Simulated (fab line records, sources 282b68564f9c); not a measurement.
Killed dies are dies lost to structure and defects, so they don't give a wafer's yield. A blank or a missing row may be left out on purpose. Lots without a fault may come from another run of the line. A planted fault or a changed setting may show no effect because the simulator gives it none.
Which tool did it? | flow rit_cmos | 14 lots, 42 wafers sampled, at 1 step of a route of 202

WHAT THE GAUGES READ, wafer by wafer
The record holds no reading of a measuring or inspecting step that can be judged against a usual standard deviation.

WHICH TOOL RAN EACH LOT (tool, then ch and the chambers of the sampled wafers, then the start)
lot  | RIT_SDANNEAL_RTA_03
L631 | rtp_anneal-01 ch 0, day 3 02:10
L632 | rtp_anneal-02 ch 0, day 3 06:59
L633 | rtp_anneal-01 ch 0, day 3 12:03
L635 | rtp_anneal-01, day 3 21:23
L636 | rtp_anneal-02, day 4 02:43
L645 | rtp_anneal-02 ch 0, day 5 23:56
L646 | rtp_anneal-02 ch 0, day 6 03:39
L647 | rtp_anneal-01 ch 0, day 6 08:58
L649 | rtp_anneal-01 ch 0, day 6 20:55
L650 | rtp_anneal-02 ch 0, day 6 23:56
L651 | rtp_anneal-01 ch 0, day 7 05:48
L652 | rtp_anneal-02 ch 0, day 7 09:48
L653 | rtp_anneal-01 ch 0, day 7 15:49
L654 | rtp_anneal-02 ch 0, day 7 22:05
- RIT_SDANNEAL_RTA_03: time 5 s.

WHAT THE TOOLS THEMSELVES READ (means of the sampled wafers that have a number; where no wafer has one, the mark that the record gives instead)
RIT_SDANNEAL_RTA_03.
lot  | tool          | anneal_temp_c_max | chamber_o2_ppm | wafer_temp_C_max
L631 | rtp_anneal-01 | 1054.7            | 1.978          | 1052.9
L632 | rtp_anneal-02 | 1053.9            | 2.031          | 1054.2
L633 | rtp_anneal-01 | 1055.6            | 2.023          | 1053.0
L635 | rtp_anneal-01 | -                 | -              | -
L636 | rtp_anneal-02 | -                 | -              | -
L645 | rtp_anneal-02 | 1052.9            | 2.016          | 1053.7
L646 | rtp_anneal-02 | 1053.4            | 1.972          | 1053.1
L647 | rtp_anneal-01 | 1055.0            | 2.021          | 1053.2
L649 | rtp_anneal-01 | 1055.4            | 1.999          | 1053.8
L650 | rtp_anneal-02 | 1052.0            | 1.993          | 1054.2
L651 | rtp_anneal-01 | 1054.5            | 1.975          | 1053.5
L652 | rtp_anneal-02 | 1052.4            | 1.997          | 1054.0
L653 | rtp_anneal-01 | 1054.7            | 1.981          | 1052.7
L654 | rtp_anneal-02 | 1052.6            | 2.001          | 1053.8

THE ANSWER, worked out from the rows above alone
Rule: what is usual is taken from the lots themselves. Put in order of their means at a reading, lots are off if they are a third of the lots or fewer, leave a main group of 4 or more, and stand apart from it by a gap of 3 or more times the standard deviation of the main group's means; of several such gaps the widest counts. A main group whose means are all the same, to the digits that the tables above print for the reading, isn't used. A lot without any number at a reading at which 4 lots or more have one is off too. The other lots that the step has rows for count as sound. The gauges are gone through in route order, then the tools' own readings, and for those a lot's mean is taken as printed above. The first step at which some lot is off is used, and at that step the reading that is off furthest; a lot without a number counts as furthest.
Off: L635, L636, at RIT_SDANNEAL_RTA_03 (anneal_temp_c_max). Without a number there: L635, L636. The main group: mean 1053.9, standard deviation 1.2.
A tool fits if, at that step or a process step before it, it ran every lot that is off, and no sound lot after the first of them. None of those tried fits.

WHAT THE SIMULATOR HAD PUT IN
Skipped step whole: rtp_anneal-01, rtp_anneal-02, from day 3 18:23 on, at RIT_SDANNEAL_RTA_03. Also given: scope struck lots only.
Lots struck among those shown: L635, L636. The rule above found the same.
